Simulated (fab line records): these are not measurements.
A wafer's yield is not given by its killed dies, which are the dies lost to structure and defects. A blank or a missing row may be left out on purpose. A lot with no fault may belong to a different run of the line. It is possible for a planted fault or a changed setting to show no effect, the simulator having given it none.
Which tool is to blame? / flow berkeleyCmos170 / 7 lots, 21 wafers sampled, at 2 steps of a route of 331

WHAT THE GAUGES SHOWED, per wafer
UCB170_SDANNEAL_RS_MEAS_04: uses a four-point probe to measure.
lot=L371; measured=day 6 20:15; on=filmMetro-01; PLDD_RS (ohm/sq)=1031 1028 1032
lot=L380; measured=day 7 22:40; on=filmMetro-01; PLDD_RS (ohm/sq)=1033 1032 1028
lot=L375; measured=day 8 00:01; on=filmMetro-03; PLDD_RS (ohm/sq)=- - -
lot=L384; measured=day 8 17:32; on=filmMetro-03; PLDD_RS (ohm/sq)=1032 1033 1032
lot=L389; measured=day 9 18:03; on=filmMetro-01; PLDD_RS (ohm/sq)=1025 1031 1030
lot=L393; measured=day 10 22:32; on=filmMetro-03; PLDD_RS (ohm/sq)=1030 1032 1028
lot=L390; measured=day 10 22:59; on=filmMetro-03; PLDD_RS (ohm/sq)=1032 1034 1033

EACH LOT AND THE TOOL THAT RAN IT (in order: tool; ch and the chambers of the sampled wafers; start)
lot=L371; UCB170_PLDD_IMPLANT_08=implanter-04 ch 0, day 6 06:49
lot=L380; UCB170_PLDD_IMPLANT_08=implanter-04 ch 0, day 7 07:44
lot=L375; UCB170_PLDD_IMPLANT_08=implanter-04 ch 0, day 7 08:39
lot=L384; UCB170_PLDD_IMPLANT_08=implanter-03 ch 0, day 8 03:30
lot=L389; UCB170_PLDD_IMPLANT_08=implanter-01 ch 0, day 9 06:40
lot=L393; UCB170_PLDD_IMPLANT_08=implanter-04 ch 0, day 10 09:29
lot=L390; UCB170_PLDD_IMPLANT_08=implanter-01 ch 0, day 10 09:55
- UCB170_PLDD_IMPLANT_08

THE ANSWER, worked out from the rows above alone
Rule: the usual values come from the lots themselves. Put in order of their means at a reading, lots are off if they are a third of the lots or fewer, leave a main group of 4 or more, and stand apart from it by a gap of 3 or more times the standard deviation of the main group's means; of several such gaps the widest counts. Not used: any main group whose means are identical at the precision the tables above print for the reading. A lot without any number at a reading at which 4 lots or more have one is off too. Any other lot the step has rows for is counted as sound.
Off: L375, at UCB170_SDANNEAL_RS_MEAS_04 (PLDD_RS). Without a number there: L375. Main group: mean 1031 ohm/sq, sd 1.4.
If a tool, at a process step before that reading, ran all the lots that are off and no sound lot after the first of them, it fits. Gauges at UCB170_SDANNEAL_RS_MEAS_04: tried the same way as those tools. Of those tried, none fits.

WHAT THE SIMULATOR PUT IN
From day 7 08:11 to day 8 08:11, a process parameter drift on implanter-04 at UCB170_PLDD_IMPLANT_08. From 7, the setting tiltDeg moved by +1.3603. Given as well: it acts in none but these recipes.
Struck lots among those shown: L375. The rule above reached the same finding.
